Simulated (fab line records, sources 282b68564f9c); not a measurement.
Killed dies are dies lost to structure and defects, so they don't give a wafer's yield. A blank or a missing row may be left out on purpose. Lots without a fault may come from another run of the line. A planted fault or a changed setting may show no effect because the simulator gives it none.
Which tool did it? | flow rit_cmos | 14 lots, 42 wafers sampled, at 2 steps of a route of 202

WHAT THE GAUGES READ, wafer by wafer
RIT_GATE_THK_MEAS_07.
lot  | measured    | on            | GATE_OXIDE_THK (nm)
L848 | day 2 13:45 | film_metro-02 | 3.12 3.15 3.10
L849 | day 2 14:36 | film_metro-02 | 2.95 2.97 2.97
L850 | day 2 23:52 | film_metro-02 | 3.01 3.02 3.03
L851 | day 3 01:23 | film_metro-02 | 2.91 2.99 3.01
L852 | day 3 06:34 | film_metro-03 | 3.03 3.04 3.03
L853 | day 3 14:31 | film_metro-04 | 2.94 2.87 2.95
L854 | day 3 16:23 | film_metro-03 | 3.05 2.94 3.04
L855 | day 3 22:00 | film_metro-04 | 3.18 3.01 3.10
L858 | day 4 11:23 | film_metro-04 | 2.91 2.98 2.90
L859 | day 4 18:59 | film_metro-03 | 2.87 2.95 2.93
L860 | day 4 22:53 | film_metro-03 | 3.01 2.97 3.08
L864 | day 5 17:17 | film_metro-03 | 3.00 2.92 3.04
L867 | day 6 08:39 | film_metro-02 | 3.16 3.21 3.19
L868 | day 6 13:45 | film_metro-04 | 3.22 3.24 3.26

WHICH TOOL RAN EACH LOT (tool, then ch and the chambers of the sampled wafers, then the start)
lot  | RIT_GATE_OXIDATION_05
L848 | furnace-01 ch 0, day 2 12:25
L849 | furnace-03 ch 0, day 2 13:17
L850 | furnace-04 ch 0, day 2 20:36
L851 | furnace-04 ch 0, day 3 00:04
L852 | furnace-01 ch 0, day 3 05:14
L853 | furnace-01 ch 0, day 3 13:11
L854 | furnace-01 ch 0, day 3 15:04
L855 | furnace-01 ch 0, day 3 20:40
L858 | furnace-03 ch 0, day 4 10:03
L859 | furnace-01 ch 0, day 4 17:38
L860 | furnace-04 ch 0, day 4 21:33
L864 | furnace-04 ch 0, day 5 15:58
L867 | furnace-01 ch 0, day 6 07:19
L868 | furnace-01 ch 0, day 6 12:08
- RIT_GATE_OXIDATION_05: target thk 3 nm, ox time 270 s.

WHAT THE TOOLS THEMSELVES READ (means of the sampled wafers that have a number; where no wafer has one, the mark that the record gives instead)
The record holds no such reading with a usual standard deviation.

THE ANSWER, worked out from the rows above alone
Rule: what is usual is taken from the lots themselves. Put in order of their means at a reading, lots are off if they are a third of the lots or fewer, leave a main group of 4 or more, and stand apart from it by a gap of 3 or more times the standard deviation of the main group's means; of several such gaps the widest counts. A main group whose means are all the same, to the digits that the tables above print for the reading, isn't used. A lot without any number at a reading at which 4 lots or more have one is off too. The other lots that the step has rows for count as sound. The gauges are gone through in route order, then the tools' own readings, and for those a lot's mean is taken as printed above. The first step at which some lot is off is used, and at that step the reading that is off furthest; a lot without a number counts as furthest.
No lot is off at any reading shown: from this, nothing can be told.

WHAT THE SIMULATOR HAD PUT IN
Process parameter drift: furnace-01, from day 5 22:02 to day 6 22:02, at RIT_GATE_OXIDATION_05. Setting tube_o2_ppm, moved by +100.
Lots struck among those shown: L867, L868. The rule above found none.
